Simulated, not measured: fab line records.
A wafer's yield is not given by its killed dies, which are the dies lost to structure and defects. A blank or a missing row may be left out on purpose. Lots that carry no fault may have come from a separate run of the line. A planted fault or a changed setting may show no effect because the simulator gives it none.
Split-lot trial + flow rit-cmos + 5 lots, 23 wafers read, on a route of 202 steps

ON THE SPLIT
At RIT_SDANNEAL_RTA_03 (time 5 s), the setting time-s was moved away from the recipe's 5 s on 7 of the 23 wafers read, by -14.7% to -8.7%. The other wafers ran this setting at the recipe's value.

THE PATH FROM SPLIT TO READING: the file shows 1 step between them
- RIT_SDANNEAL_RS_MEAS_04: measures by four-point-probe

THE READING
At RIT_SDANNEAL_RS_MEAS_06, a four-point-probe measurement gives PLDD_RS in ohm/sq. Fault-free wafers of this fab line usually give 178.6 ohm/sq, standard deviation 0.54 ohm/sq.

| wafer  | tool, chamber at the split | time-s as run, s | against the recipe | PLDD_RS, ohm/sq | against lot-mates on the recipe |
|--------|----------------------------|------------------|--------------------|-----------------|---------------------------------|
| L075.1 | rtp-anneal-01, 0           | 5                | recipe             | 179.4           | -                               |
| L075.2 | rtp-anneal-01, 0           | 5                | recipe             | 179.6           | -                               |
| L075.3 | rtp-anneal-01, 0           | 5                | recipe             | 179.1           | -                               |
| L075.5 | rtp-anneal-01, 0           | 4.563            | -8.7%              | 180.6           | +1.2                            |
| L075.6 | rtp-anneal-01, 0           | 4.563            | -8.7%              | 180.8           | +1.4                            |
| L077.1 | rtp-anneal-01, 0           | 5                | recipe             | 178.0           | -                               |
| L077.2 | rtp-anneal-01, 0           | 4.382            | -12.4%             | 180.5           | +2.2                            |
| L077.3 | rtp-anneal-01, 0           | 5                | recipe             | 178.7           | -                               |
| L077.5 | rtp-anneal-01, 0           | 4.382            | -12.4%             | 180.7           | +2.3                            |
| L077.6 | rtp-anneal-01, 0           | 4.382            | -12.4%             | 180.2           | +1.8                            |
| L080.1 | rtp-anneal-02, 0           | 5                | recipe             | 179.8           | -                               |
| L080.2 | rtp-anneal-02, 0           | 5                | recipe             | 179.5           | -                               |
| L080.3 | rtp-anneal-02, 0           | 5                | recipe             | 179.3           | -                               |
| L080.4 | rtp-anneal-02, 0           | 5                | recipe             | 179.2           | -                               |
| L080.6 | rtp-anneal-02, 0           | 5                | recipe             | 179.3           | -                               |
| L081.1 | rtp-anneal-01, 0           | 5                | recipe             | 175.3           | -                               |
| L081.2 | rtp-anneal-01, 0           | 5                | recipe             | 178.9           | -                               |
| L081.3 | rtp-anneal-01, 0           | 4.264            | -14.7%             | 181.6           | +4.8                            |
| L081.4 | rtp-anneal-01, 0           | 5                | recipe             | 176.2           | -                               |
| L081.5 | rtp-anneal-01, 0           | 4.264            | -14.7%             | 181.0           | +4.2                            |
| L084.3 | rtp-anneal-02, 0           | 5                | recipe             | 178.6           | -                               |
| L084.4 | rtp-anneal-02, 0           | 5                | recipe             | 178.5           | -                               |
| L084.5 | rtp-anneal-02, 0           | 5                | recipe             | 178.6           | -                               |

FIT RESULTS
A straight line over all 23 wafers: PLDD_RS changes by -0.174 ohm/sq for each +1% of time-s; r = -0.70; the points scatter about the line by 1.1 ohm/sq.
The same after taking each lot's own level away (the mean of its wafers on the recipe; 23 wafers): -0.228 ohm/sq for each +1%; r = -0.87; scatter 0.78 ohm/sq.
On that fit, the largest move of time-s shifts the reading by 3.4 ohm/sq.
From 176.80 to 179.42 ohm/sq: that is the span of the lots' own levels, equal to 4.9 times the standard deviation above.
So the lot-to-lot level blurs the effect unless lot-mates are compared.
Check: +2.92 ohm/sq against its lot-mates is what the line predicts for one of the wafers moved furthest among these (-14.7%) when that wafer is left out of the fit. It came out at +4.8 ohm/sq against them.

THE WHOLE CHAIN: every reading that the file lists as answering this split, in the file's order
| step                    | what it does                 | reading | change (the file's fit)            | r (the file's) |
|-------------------------|------------------------------|---------|------------------------------------|----------------|
| RIT_SDANNEAL_RS_MEAS_04 | measures by four-point-probe | PSD_RS  | -0.151 for each +1% of the setting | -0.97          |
| RIT_SDANNEAL_RS_MEAS_06 | measures by four-point-probe | PLDD_RS | -0.232 for each +1% of the setting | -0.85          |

THE FILE'S OWN FIT
PLDD_RS changes by -0.232 ohm/sq for each +1% of time-s, r = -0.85.
